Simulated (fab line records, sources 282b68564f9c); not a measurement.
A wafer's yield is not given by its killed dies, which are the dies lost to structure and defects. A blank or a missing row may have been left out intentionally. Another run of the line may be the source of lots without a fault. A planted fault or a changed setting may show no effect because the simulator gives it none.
fab line records | flow rit_cmos
record: lots: 14 | wafers: 42 | last_day: 8
route steps=202 shown NWELL@33
lots untouched by any fault: they come from a run of this same line in which no faults occurred
start_h: start of the lot's first displayed wafer, in hours after the record's first day | wait_h: hours since the lot's step before | " the same as in the row above | L1.1+2: one row covering several wafers at once | - no value, or no start given | * or withheld: withheld | < > ~ a bound
route shown NAME@n: names a module that has steps shown in the file, with the first one's number in the route | usual: the fault-free wafers' mean and standard deviation | same: alike in all rows | chamber/n: place in a boat | sites: per-site readings | _std_site: standard deviation across them | _edge_site: the outer-site mean with the inner-site mean subtracted | radius_mm: for every site, how far away it sits from the centre of the wafer | mask NAME#n: copy n | behind: the tool/chamber that last shaped the wafer | hold: what put the lot on hold/how long, in hours/how the hold closed | device: the transistor (n, p or np) that didn't switch | end of line: the same wafers' tests at the end of the route | for a step that has no rows: nothing shown but its recipe | killed: at the first sort, the dies lost to defects and structure; wafer yield is something else | map: a wafer's dies, marking killed ones x, the rest . and places with no die _
set.NAME: the setting the step ran with; set.NAME@STEP: the setting that earlier step ran with | model.NAME: the simulator's own value behind a step, which no gauge read
route steps across a sampled set of lots; one table per step, one row per wafer
== steps ==
step: RIT_NWELL_DEVELOP_05
recipe: resist: NOVOLAK | develop_time_s: 68 | dev_temp_c: 23
usual: developer_temp_C: 22.99/0.09
lot.wafer | tool           | chamber | start_h | wait_h | developer_temp_C
L373.2    | litho_track-04 | 0       | 21      | -      | 23.06
L373.5    | "              | 0       | "       | "      | 22.91
L373.6    | "              | 0       | "       | "      | 23.00
L374.1    | litho_track-04 | 0       | 30      | -      | 23.03
L374.4    | "              | 0       | "       | "      | 23.05
L374.6    | "              | 0       | "       | "      | 23.22
L376.2    | litho_track-02 | 0       | 41      | -      | 22.95
L376.3    | "              | 0       | "       | "      | 22.86
L376.6    | "              | 0       | "       | "      | 23.04
L377.1    | litho_track-03 | 0       | 44      | -      | 22.88
L377.2    | "              | 0       | "       | "      | 23.10
L377.6    | "              | 0       | "       | "      | 23.02
L380.1    | litho_track-04 | 0       | 56      | -      | 22.19
L380.4    | "              | 0       | 57      | -      | 22.11
L380.6    | "              | 0       | "       | "      | 21.98
L382.1    | litho_track-03 | 0       | 66      | -      | 22.96
L382.2    | "              | 0       | "       | "      | 23.14
L382.4    | "              | 0       | "       | "      | 22.85
L383.1    | litho_track-03 | 0       | 72      | -      | 22.91
L383.2    | "              | 0       | "       | "      | 22.90
L383.4    | "              | 0       | "       | "      | 22.97
L384.1    | litho_track-04 | 0       | 77      | -      | 22.04
L384.2    | "              | 0       | "       | "      | 22.17
L384.6    | "              | 0       | "       | "      | 22.25
L385.2    | litho_track-02 | 0       | 83      | -      | 23.00
L385.4    | "              | 0       | "       | "      | 22.92
L385.5    | "              | 0       | "       | "      | 23.00
L389.2    | litho_track-02 | 0       | 101     | -      | 23.14
L389.4    | "              | 0       | "       | "      | 23.14
L389.5    | "              | 0       | "       | "      | 22.99
L391.1    | litho_track-03 | 0       | 110     | -      | 22.92
L391.3    | "              | 0       | "       | "      | 23.02
L391.5    | "              | 0       | "       | "      | 23.01
L392.1    | litho_track-03 | 0       | 116     | -      | 23.02
L392.4    | "              | 0       | 117     | -      | 23.13
L392.6    | "              | 0       | "       | "      | 22.97
L393.2    | litho_track-02 | 0       | 121     | -      | 23.06
L393.3    | "              | 0       | "       | "      | 23.14
L393.5    | "              | 0       | "       | "      | 22.93
L396.1    | litho_track-02 | 0       | 137     | -      | 22.99
L396.3    | "              | 0       | "       | "      | 23.10
L396.6    | "              | 0       | "       | "      | 23.07
== key ==
first_sign: step: RIT_NWELL_DEVELOP_05 | reading: developer_temp_C | direction: down | sigmas: 9.6 | usual: * | struck: *
effect none on later readings
met_at RIT_NWELL_DEVELOP_05
struck_lots L380,L384
tester_left_out L380,L384
onset_between 30 56
fault: kind: process_parameter_drift | tool: litho_track-04 | chamber: - | onset_h: 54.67 | steps: RIT_NWELL_DEVELOP_05 | channel: dev_temp_c | offset: * | shape: step | end_h: 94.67 | acts_in: * | stated: *
tester_left_out: of these lots the tester's yield and bins aren't shown, on N5 and GAA mostly nor the transistor test; their killed dies are dies lost to structure and defects alone, not to doping, threshold or leakage, so they don't give the yield
